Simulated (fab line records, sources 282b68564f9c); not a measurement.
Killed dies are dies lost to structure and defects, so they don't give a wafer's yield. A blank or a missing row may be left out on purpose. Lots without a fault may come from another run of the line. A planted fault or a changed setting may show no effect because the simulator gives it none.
Chamber matching | flow rit_cmos | RIT_ACTIVE_ETCH_13 on rie_diel-03: 4 sister chambers
The step etches Si3N4 in SF6, stops on SiO2, time 210 s, target depth 210 nm. 4 wafers are shown with their chamber, then 8 later ones without.

WAFERS WITH THEIR CHAMBER
wafer  | chamber | drypump_motor_current_A (A)
L858.2 | 1       | 6.5
L861.2 | 0       | 5.8
L861.5 | 3       | 6.0
L864.1 | 2       | 4.9

WAFERS WITHOUT THEIR CHAMBER
wafer  | drypump_motor_current_A (A)
L864.3 | 5.8
L864.5 | 6.0
L869.1 | 6.0
L869.3 | 4.9
L869.6 | 6.1
L871.2 | 4.8
L871.3 | 6.5
L871.4 | 6.0

WHICH CHAMBER EACH WENT THROUGH
wafer  | from the rows above | in truth
L864.3 | 0                   | 0
L864.5 | 3                   | 3
L869.1 | 3                   | 3
L869.3 | 2                   | 2
L869.6 | 3                   | 3
L871.2 | 2                   | 2
L871.3 | 1                   | 1
L871.4 | 3                   | 3
Placed correctly: 8 of 8. Can't be placed from these rows: 0. Placed wrongly: 0.
How it was worked out, from the rows above alone: a wafer's distance from a chamber is the root of the sum, over the readings, of the square of ((its reading less the chamber's mean) divided by the reading's scatter). The wafer belongs to the nearest chamber; if the next one is less than 2 further off, it can't be placed. A chamber's mean is the mean of its shown wafers. The scatter: with one shown wafer a chamber, the root of the mean of the squares of how far each hidden wafer lies from its nearest shown one.
